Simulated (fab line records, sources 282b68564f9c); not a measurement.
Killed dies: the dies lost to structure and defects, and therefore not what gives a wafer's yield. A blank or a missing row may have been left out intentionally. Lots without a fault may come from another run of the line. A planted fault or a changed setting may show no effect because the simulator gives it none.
Split-lot study -- flow rit_cmos -- 5 lots, 27 wafers read, on a route of 202 steps

## SPLIT DETAILS
At RIT_ACTIVE_CVD_03 (deposits Si3N4 from SiH2Cl2/NH3, target thk 150 nm, time 1500 s), the setting time_s was moved away from the recipe's 1500 s on 18 of the 27 wafers read, by -20.5% to +36.6%. All remaining wafers had this setting at the recipe value.

## FROM THE SPLIT TO THE READING: what the file shows between them, 4 steps
- RIT_ACTIVE_THK_MEAS_04
- RIT_ACTIVE_DEVELOP_10: develop time 50 s (also split here: develop_time_s)
- RIT_ACTIVE_CD_MEAS_11: target cd 1400 nm
- RIT_ACTIVE_HARDBAKE_12: time 60 s

## THE READING
oes_product_au, in a.u., at RIT_ACTIVE_ETCH_13 (etches Si3N4 in SF6, stops on SiO2, time 210 s, target depth 210 nm). On this fab line, fault-free wafers typically give 0.822 a.u. with a standard deviation of 0.014 a.u.

wafer,"tool, chamber at the split","time_s as run, s",against the recipe,"oes_product_au, a.u.",against lot-mates on the recipe
L075.1,"lpcvd-02, 0",1500,recipe,0.823,-
L075.2,"lpcvd-02, 0",1500,recipe,0.835,-
L075.5,"lpcvd-02, 0",1500,recipe,0.829,-
L076.1,"-, -",1878,+25.2%,0.926,no lot-mate on the recipe
L076.2,"-, -",1878,+25.2%,0.955,no lot-mate on the recipe
L076.3,"-, -",1878,+25.2%,0.919,no lot-mate on the recipe
L076.4,"-, -",1878,+25.2%,0.941,no lot-mate on the recipe
L076.5,"-, -",1878,+25.2%,0.944,no lot-mate on the recipe
L076.6,"-, -",1878,+25.2%,0.916,no lot-mate on the recipe
L079.1,"-, -",2049,+36.6%,0.969,no lot-mate on the recipe
L079.2,"-, -",2049,+36.6%,0.994,no lot-mate on the recipe
L079.3,"-, -",2049,+36.6%,0.971,no lot-mate on the recipe
L079.4,"-, -",2049,+36.6%,0.944,no lot-mate on the recipe
L079.5,"-, -",2049,+36.6%,0.981,no lot-mate on the recipe
L079.6,"-, -",2049,+36.6%,0.947,no lot-mate on the recipe
L081.1,"-, -",1500,recipe,0.839,-
L081.2,"-, -",1500,recipe,0.828,-
L081.3,"-, -",1500,recipe,0.843,-
L081.4,"-, -",1500,recipe,0.842,-
L081.5,"-, -",1500,recipe,0.829,-
L081.6,"-, -",1500,recipe,0.838,-
L085.1,"-, -",1192,-20.5%,0.748,no lot-mate on the recipe
L085.2,"-, -",1192,-20.5%,0.737,no lot-mate on the recipe
L085.3,"-, -",1192,-20.5%,0.733,no lot-mate on the recipe
L085.4,"-, -",1192,-20.5%,0.732,no lot-mate on the recipe
L085.5,"-, -",1192,-20.5%,0.745,no lot-mate on the recipe
L085.6,"-, -",1192,-20.5%,0.730,no lot-mate on the recipe

THE FIT
A straight line over all 27 wafers: oes_product_au changes by +0.00403 a.u. for each +1% of time_s; r = +0.99; the points scatter about the line by 0.014 a.u.
Too few moved wafers have a lot-mate on the recipe to fit a line with each lot's own level taken away.

## THE WHOLE CHAIN: every reading that the file lists as answering this split, in the file's order
step,what it does,reading,change (the file's fit),r (the file's)
RIT_ACTIVE_CVD_03,"deposits Si3N4 from SiH2Cl2/NH3, target thk 150 nm, time 1500 s","Si3N4_of_ACTIVE_CVD_03.thk_nm (the simulator's own value, which no gauge read)",+1.51 nm for each +1% of the setting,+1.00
RIT_ACTIVE_THK_MEAS_04,,ACTIVE_NITRIDE_THK,+1.51 for each +1% of the setting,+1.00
RIT_ACTIVE_ETCH_13,"etches Si3N4 in SF6, stops on SiO2, time 210 s, target depth 210 nm",oes_product_au,+0.00403 a.u. for each +1% of the setting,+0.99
RIT_ACTIVE_ETCH_13,"etches Si3N4 in SF6, stops on SiO2, time 210 s, target depth 210 nm","ACTIVE.feature_depth_nm (the simulator's own value, which no gauge read)",+1.48 nm for each +1% of the setting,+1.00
RIT_ACTIVE_ETCH_13,"etches Si3N4 in SF6, stops on SiO2, time 210 s, target depth 210 nm","etch.depth_nm (the simulator's own value, which no gauge read)",+1.5 nm for each +1% of the setting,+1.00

## THE FILE'S OWN FIT
oes_product_au changes by +0.00403 a.u. for each +1% of time_s, r = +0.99.
